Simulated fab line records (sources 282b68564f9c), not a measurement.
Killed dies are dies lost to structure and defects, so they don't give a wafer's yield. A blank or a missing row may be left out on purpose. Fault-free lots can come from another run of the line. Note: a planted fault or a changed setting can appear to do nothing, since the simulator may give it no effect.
Split-lot experiment | flow rit_cmos | 5 lots, 23 wafers read, on a route of 202 steps

== THE SPLIT ==
At RIT_M1_METAL_ETCH_12 (etches Al in Cl2/BCl3, stops on SiO2, time 165 s, target depth 600 nm), the setting rf_w was moved away from the recipe's 250 W on 6 of the 23 wafers read, by -7.1% to +5.0%. The other wafers ran this setting at the recipe's value.

Reading taken at the split's own step.

== THE READING ==
NOVOLAK_of_M1_COAT_04.thk_nm (the simulator's own value, which no gauge read), in nm, at RIT_M1_METAL_ETCH_12 (etches Al in Cl2/BCl3, stops on SiO2, time 165 s, target depth 600 nm). There is no usual value for it anywhere in the file. Here, 17 wafers ran the recipe; their average is 795.3 nm with a standard deviation of 5 nm.

wafer  | tool, chamber at the split | rf_w as run, W | against the recipe | NOVOLAK_of_M1_COAT_04.thk_nm, nm | against lot-mates on the recipe
L076.1 | rie_metal-03, 0            | 250            | recipe             | 792.8                            | -
L076.2 | rie_metal-03, 1            | 250            | recipe             | 801.3                            | -
L076.3 | rie_metal-03, 1            | 239.1          | -4.4%              | 807.1                            | +11.0
L076.5 | rie_metal-03, 1            | 250            | recipe             | 794.2                            | -
L076.6 | rie_metal-03, 0            | 239.1          | -4.4%              | 808.8                            | +12.7
L079.1 | rie_metal-01, 0            | 250            | recipe             | 788.4                            | -
L079.3 | rie_metal-01, 0            | 250            | recipe             | 791.2                            | -
L079.4 | rie_metal-01, 1            | 250            | recipe             | 800.9                            | -
L079.5 | rie_metal-01, 0            | 250            | recipe             | 790                              | -
L079.6 | rie_metal-01, 1            | 250            | recipe             | 800                              | -
L078.1 | rie_metal-03, 1            | 232.2          | -7.1%              | 817.9                            | +20.9
L078.2 | rie_metal-03, 0            | 232.2          | -7.1%              | 816                              | +19.0
L078.3 | rie_metal-03, 0            | 250            | recipe             | 799.3                            | -
L078.5 | rie_metal-03, 1            | 250            | recipe             | 800.3                            | -
L078.6 | rie_metal-03, 0            | 250            | recipe             | 791.5                            | -
L084.2 | rie_metal-01, 1            | 250            | recipe             | 791                              | -
L084.4 | rie_metal-01, 1            | 250            | recipe             | 790.4                            | -
L084.5 | rie_metal-01, 1            | 250            | recipe             | 788.1                            | -
L085.1 | rie_metal-03, 1            | 250            | recipe             | 799.2                            | -
L085.2 | rie_metal-03, 0            | 250            | recipe             | 797.8                            | -
L085.3 | rie_metal-03, 0            | 262.4          | +5.0%              | 782.1                            | -17.9
L085.4 | rie_metal-03, 1            | 250            | recipe             | 803                              | -
L085.5 | rie_metal-03, 1            | 262.4          | +5.0%              | 780                              | -20.0

THE FIT
A straight line over all 23 wafers: NOVOLAK_of_M1_COAT_04.thk_nm changes by -2.97 nm for each +1% of rf_w; r = -0.89; the points scatter about the line by 4.5 nm.
The same after taking each lot's own level away (the mean of its wafers on the recipe; 23 wafers): -3.09 nm for each +1%; r = -0.93; scatter 3.7 nm.
Per that fit: largest rf_w move, reading shift of 22 nm.
The lots' own levels span 789.83 to 800.00 nm, that is 2.0 times the standard deviation above.
The two slopes are in agreement: the lot-to-lot level therefore moves the slope only a little.
Check: with one of the wafers moved furthest among these (-7.1%) left out of the fit, the line predicts +21.6 nm for it against its lot-mates. Against them it came out at +20.9 nm.

== FILE'S OWN FIT ==
NOVOLAK_of_M1_COAT_04.thk_nm changes by -3.05 nm for each +1% of rf_w, r = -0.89.
